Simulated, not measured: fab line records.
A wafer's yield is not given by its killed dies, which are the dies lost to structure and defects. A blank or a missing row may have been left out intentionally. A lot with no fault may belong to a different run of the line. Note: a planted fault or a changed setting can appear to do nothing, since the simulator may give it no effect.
Which tool is to blame? :: flow berkeley_cmos170 :: 42 wafers from 14 lots sampled at 4 of the route's 331 steps

## WHAT THE GAUGES SHOWED, per wafer
UCB170_NWELL_THK_MEAS_02.
lot: L842
measured: day 2 05:29
on: film_metro-01
NWELL_OXIDE_THK (nm): 26.2 25.6 26.0

lot: L843
measured: day 2 05:32
on: film_metro-03
NWELL_OXIDE_THK (nm): 26.0 26.2 25.9

lot: L844
measured: day 2 13:40
on: film_metro-01
NWELL_OXIDE_THK (nm): 26.3 26.6 26.8

lot: L845
measured: day 2 17:32
on: film_metro-04
NWELL_OXIDE_THK (nm): 26.3 26.3 26.2

lot: L847
measured: day 2 20:23
on: film_metro-01
NWELL_OXIDE_THK (nm): 26.4 26.7 26.0

lot: L848
measured: day 3 04:19
on: film_metro-03
NWELL_OXIDE_THK (nm): 26.6 26.7 26.9

lot: L849
measured: day 3 09:38
on: film_metro-04
NWELL_OXIDE_THK (nm): 25.7 25.6 25.4

lot: L851
measured: day 3 18:41
on: film_metro-01
NWELL_OXIDE_THK (nm): 26.1 26.0 26.7

lot: L853
measured: day 4 06:09
on: film_metro-03
NWELL_OXIDE_THK (nm): 27.1 26.8 26.8

lot: L858
measured: day 5 06:43
on: film_metro-03
NWELL_OXIDE_THK (nm): 26.0 26.0 26.2

lot: L859
measured: day 5 16:29
on: film_metro-03
NWELL_OXIDE_THK (nm): 26.4 26.4 26.1

lot: L860
measured: day 5 20:13
on: film_metro-03
NWELL_OXIDE_THK (nm): 27.6 27.7 27.5

lot: L862
measured: day 6 03:41
on: film_metro-01
NWELL_OXIDE_THK (nm): 26.1 26.0 26.2

lot: L863
measured: day 6 12:44
on: film_metro-01
NWELL_OXIDE_THK (nm): 27.5 27.0 27.0

UCB170_NLDD_TW_MEAS_11.
lot: L842
measured: day 6 17:39
on: film_metro-02
NLDD_TW: 2208 2187 2203

lot: L843
measured: day 6 17:25
on: film_metro-04
NLDD_TW: 2198 2196 2198

lot: L844
measured: day 7 00:40
on: film_metro-01
NLDD_TW: 2184 2181 2192

lot: L845
measured: day 7 01:27
on: film_metro-04
NLDD_TW: 2208 2201 2206

lot: L847
measured: day 7 00:23
on: film_metro-02
NLDD_TW: 2198 2204 2208

lot: L848
measured: day 7 12:22
on: film_metro-02
NLDD_TW: 2208 2218 2213

lot: L849
measured: day 8 01:41
on: film_metro-02
NLDD_TW: 2213 2203 2218

lot: L851
measured: day 8 10:32
on: film_metro-02
NLDD_TW: 2202 2202 2204

lot: L853
measured: day 8 10:03
on: film_metro-01
NLDD_TW: 2195 2185 2189

lot: L858
measured: day 9 17:52
on: film_metro-04
NLDD_TW: 2198 2199 2206

lot: L859
measured: day 9 22:31
on: film_metro-02
NLDD_TW: 2207 2196 2198

lot: L860
measured: day 10 03:36
on: film_metro-02
NLDD_TW: 2211 2212 2203

lot: L862
measured: day 10 17:50
on: film_metro-04
NLDD_TW: 2188 2183 2178

lot: L863
measured: day 10 23:31
on: film_metro-02
NLDD_TW: 2211 2217 2215

UCB170_CONTACT_CD_MEAS_15 targets a cd of 700 nm.
lot: L842
measured: day 7 09:11
on: cd_sem-01
cd_nm (nm): 699.9 699.6 698.9

lot: L843
measured: day 7 10:05
on: cd_sem-02
cd_nm (nm): 700.8 700.2 700.7

lot: L844
measured: day 7 18:02
on: cd_sem-02
cd_nm (nm): 701.2 702.5 702.0

lot: L845
measured: day 7 18:27
on: cd_sem-02
cd_nm (nm): 699.0 698.4 698.3

lot: L847
measured: day 7 18:20
on: cd_sem-02
cd_nm (nm): 697.8 697.2 697.1

lot: L848
measured: day 8 04:56
on: cd_sem-01
cd_nm (nm): 700.1 700.8 700.9

lot: L849
measured: day 8 18:41
on: cd_sem-02
cd_nm (nm): 700.7 699.9 700.5

lot: L851
measured: day 9 01:48
on: cd_sem-02
cd_nm (nm): 699.5 700.6 699.0

lot: L853
measured: day 9 02:22
on: cd_sem-02
cd_nm (nm): 698.3 699.4 700.3

lot: L858
measured: day 10 08:45
on: cd_sem-01
cd_nm (nm): 720.8 720.7 720.8

lot: L859
measured: day 10 12:47
on: cd_sem-02
cd_nm (nm): 719.7 721.3 721.0

lot: L860
measured: day 10 16:44
on: cd_sem-02
cd_nm (nm): 697.7 698.1 697.0

lot: L862
measured: day 11 09:47
on: cd_sem-02
cd_nm (nm): 697.7 697.7 698.4

lot: L863
measured: day 11 16:22
on: cd_sem-02
cd_nm (nm): 700.1 699.2 698.6

## EACH LOT AND THE TOOL THAT RAN IT (in order: tool; ch and the chambers of the sampled wafers; start)
lot: L842
UCB170_CONTACT_SOFTBAKE_11: litho_track-03 ch 0, day 7 08:00

lot: L843
UCB170_CONTACT_SOFTBAKE_11: litho_track-03 ch 0, day 7 09:00

lot: L844
UCB170_CONTACT_SOFTBAKE_11: litho_track-03 ch 0, day 7 17:00

lot: L845
UCB170_CONTACT_SOFTBAKE_11: litho_track-03 ch 0, day 7 17:00

lot: L847
UCB170_CONTACT_SOFTBAKE_11: litho_track-04 ch 0, day 7 17:00

lot: L848
UCB170_CONTACT_SOFTBAKE_11: litho_track-03 ch 0, day 8 04:00

lot: L849
UCB170_CONTACT_SOFTBAKE_11: litho_track-04 ch 0, day 8 18:00

lot: L851
UCB170_CONTACT_SOFTBAKE_11: litho_track-04 ch 0, day 9 01:00

lot: L853
UCB170_CONTACT_SOFTBAKE_11: litho_track-02 ch 0, day 9 01:00

lot: L858
UCB170_CONTACT_SOFTBAKE_11: litho_track-04 ch 0, day 10 08:00

lot: L859
UCB170_CONTACT_SOFTBAKE_11: litho_track-04 ch 0, day 10 12:00

lot: L860
UCB170_CONTACT_SOFTBAKE_11: litho_track-02 ch 0, day 10 16:00

lot: L862
UCB170_CONTACT_SOFTBAKE_11: litho_track-02 ch 0, day 11 09:00

lot: L863
UCB170_CONTACT_SOFTBAKE_11: litho_track-03 ch 0, day 11 15:00
- UCB170_CONTACT_SOFTBAKE_11: time 60 s.

## AS READ BY THE TOOLS THEMSELVES (means over the sampled wafers that have a number; for cases with no such wafer, the mark the record gives instead)
UCB170_CONTACT_SOFTBAKE_11.
lot: L842
tool: litho_track-03
heater_power_total_W (W): 56.82
plate_temp_C (C): 129.98

lot: L843
tool: litho_track-03
heater_power_total_W (W): 56.81
plate_temp_C (C): 129.95

lot: L844
tool: litho_track-03
heater_power_total_W (W): 56.78
plate_temp_C (C): 130.14

lot: L845
tool: litho_track-03
heater_power_total_W (W): 56.82
plate_temp_C (C): 130.06

lot: L847
tool: litho_track-04
heater_power_total_W (W): 56.79
plate_temp_C (C): 130.00

lot: L848
tool: litho_track-03
heater_power_total_W (W): 56.78
plate_temp_C (C): 129.99

lot: L849
tool: litho_track-04
heater_power_total_W (W): 56.79
plate_temp_C (C): 130.09

lot: L851
tool: litho_track-04
heater_power_total_W (W): 56.81
plate_temp_C (C): 130.15

lot: L853
tool: litho_track-02
heater_power_total_W (W): 56.79
plate_temp_C (C): 130.08

lot: L858
tool: litho_track-04
heater_power_total_W (W): 61.28
plate_temp_C (C): 137.76

lot: L859
tool: litho_track-04
heater_power_total_W (W): 61.23
plate_temp_C (C): 137.61

lot: L860
tool: litho_track-02
heater_power_total_W (W): 56.78
plate_temp_C (C): 129.99

lot: L862
tool: litho_track-02
heater_power_total_W (W): 56.82
plate_temp_C (C): 129.90

lot: L863
tool: litho_track-03
heater_power_total_W (W): 56.79
plate_temp_C (C): 130.20

## THE ANSWER, worked out from the rows above alone
Rule: the usual values come from the lots themselves. Put in order of their means at a reading, lots are off if they are a third of the lots or fewer, leave a main group of 4 or more, and stand apart from it by a gap of 3 or more times the standard deviation of the main group's means; of several such gaps the widest counts. Not used: any main group whose means are identical at the precision the tables above print for the reading. Also off: a lot with no number at a reading for which 4 or more lots have one. The other lots that the step has rows for count as sound. Order of review: gauges by route order, followed by the tools' own readings, for which a lot's mean as printed above is used. At the first step where some lot is off, the reading lying furthest off is the one used; lots without a number count as furthest.
Off, at UCB170_CONTACT_CD_MEAS_15 on cd_nm: L858, L859. Main group: mean 699.4 nm, sd 1.3.
A tool fits if, at a process step before that reading, it ran every lot that is off, and no sound lot after the first of them. Not tried: the gauges at UCB170_CONTACT_CD_MEAS_15; whatever is off there is also off at UCB170_CONTACT_SOFTBAKE_11, on other tools, and gauge error can't account for it. One candidate fits, namely litho_track-04 at UCB170_CONTACT_SOFTBAKE_11. Its last sound lot is L851 (day 9 01:00), its first lot that is off L858 (day 10 08:00): a fault that began between those two fits.
The tool's own readings at UCB170_CONTACT_SOFTBAKE_11 bear it out: on the lots that are off they differ by more than 5 times the standard deviation of the sound lots' means. heater_power_total_W reads 61.25 W there against 56.80 W on the sound lots; plate_temp_C reads 137.69 C there against 130.04 C on the sound lots.

## WHAT WAS PUT IN BY THE SIMULATOR
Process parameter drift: litho_track-04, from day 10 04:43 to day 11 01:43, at UCB170_CONTACT_SOFTBAKE_11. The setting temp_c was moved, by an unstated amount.
Lots struck among those shown: L858, L859. The rule above reached the same finding.
